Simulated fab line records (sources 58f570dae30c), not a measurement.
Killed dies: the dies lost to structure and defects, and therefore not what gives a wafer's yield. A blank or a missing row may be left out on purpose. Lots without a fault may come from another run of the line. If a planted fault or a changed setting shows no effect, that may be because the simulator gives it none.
A single fault, viewed from 2 desks	flow berkeleyCmos170	every desk sees just its own numbers, and what lay behind them comes last

AT THE TOOL OWNER'S DESK: krfScanner-02
The tool's own readings at UCB170_CONTACT_EXPOSE_12 (exposes mask CONT, target cd 700 nm): means of the sampled wafers that have a number, for each lot that ran on this tool. If a lot's mean is further than 4 standard deviations from the usual mean, the lot is out of limits and carries the mark OUT (the distance appears in the brackets).
Columns: A = exposureDoseMJCm2 at UCB170_CONTACT_EXPOSE_12, usual 34.97
lot	first seen here	A
L824	day 6 20:56	34.94
L826	day 7 00:58	34.98
L823	day 7 01:07	34.96
L828	day 7 13:14	34.95
L831	day 8 02:14	34.97
L830	day 8 04:05	34.94
L832	day 8 11:26	34.99
L835	day 8 22:04	34.98
L836	day 9 09:34	34.99
L840	day 10 10:04	37.62 (+76) OUT
L839	day 10 10:37	37.10 (+61) OUT
L842	day 10 22:50	36.69 (+49) OUT
L843	day 10 23:04	36.70 (+50) OUT
Finding of this desk: L839, L840, L842, L843 out of limits; the first was L840 at day 10 10:04, on exposureDoseMJCm2 at UCB170_CONTACT_EXPOSE_12. Within limits: L824, L826, L823, L828, L831, L830, L832, L835, L836.

AT THE METROLOGY DESK
Lot by lot, what the gauges showed, no matter which tool ran the lot: averages of those sampled wafers that carry a number. If a lot's mean is further than 4 standard deviations from the usual mean, the lot is out of limits and carries the mark OUT (the distance appears in the brackets).
Columns: A = cdNm at UCB170_ACTIVE_CD_MEAS_90, usual 1200.6 nm; B = NLDD_TW at UCB170_NLDD_TW_MEAS_11, usual 2220; C = cdNm at UCB170_CONTACT_CD_MEAS_15, usual 699.8 nm; D = CONTACT_OVL at UCB170_CONTACT_OVL_MEAS_16, usual 3 nm
lot	first seen here	A	B	C	D
L823	day 4 11:01	1199.8	2192	699.1	7
L824	day 4 11:20	1199.4	2250	700.5	7
L826	day 4 13:45	1202.0	2199	700.5	5
L825	day 4 14:00	1200.3	2215	702.1	0
L827	day 4 18:03	1200.5	2251	697.8	4
L829	day 5 04:34	1201.4	2196	701.0	5
L828	day 5 04:50	1199.7	2252	700.6	4
L831	day 5 11:26	1200.1	2192	699.6	-1
L830	day 5 11:49	1199.8	2200	699.0	4
L832	day 5 20:34	1201.3	2241	699.7	3
L835	day 6 08:11	1202.7	2215	699.6	3
L836	day 6 13:34	1200.7	2194	699.8	2
L840	day 7 19:52	1201.3	2213	713.4 (+9.7) OUT	-6
L839	day 7 20:07	1200.2	2241	711.2 (+8.1) OUT	3
L843	day 8 04:20	1199.4	2233	707.6 (+5.5) OUT	-1
L842	day 8 09:33	1201.5	2216	706.9 (+5.1) OUT	1
Finding of this desk: L839, L840, L842, L843 out of limits; the first was L840 at day 10 10:28, on cdNm at UCB170_CONTACT_CD_MEAS_15. Within limits: L823, L824, L826, L825, L827, L829, L828, L831, L830, L832, L835, L836.

PUT TOGETHER
The tool owner's desk had the chance to raise an alarm at day 10 10:04 on L839, L840, L842, L843.
Metrology desk: alarm possible at day 10 10:28 on L839, L840, L842, L843.
The lots listed all ran UCB170_CONTACT_EXPOSE_12 on krfScanner-02.

WHAT THE SIMULATOR HAD INSERTED
Process parameters drifting: krfScanner-02 at UCB170_CONTACT_EXPOSE_12, beginning at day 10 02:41. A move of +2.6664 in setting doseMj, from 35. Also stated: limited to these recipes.
Shown lots that were struck: L839, L840, L842, L843.
Hours from the fault's start to each desk's first reading out of limits: the tool owner's desk, 7; the metrology desk, 8.
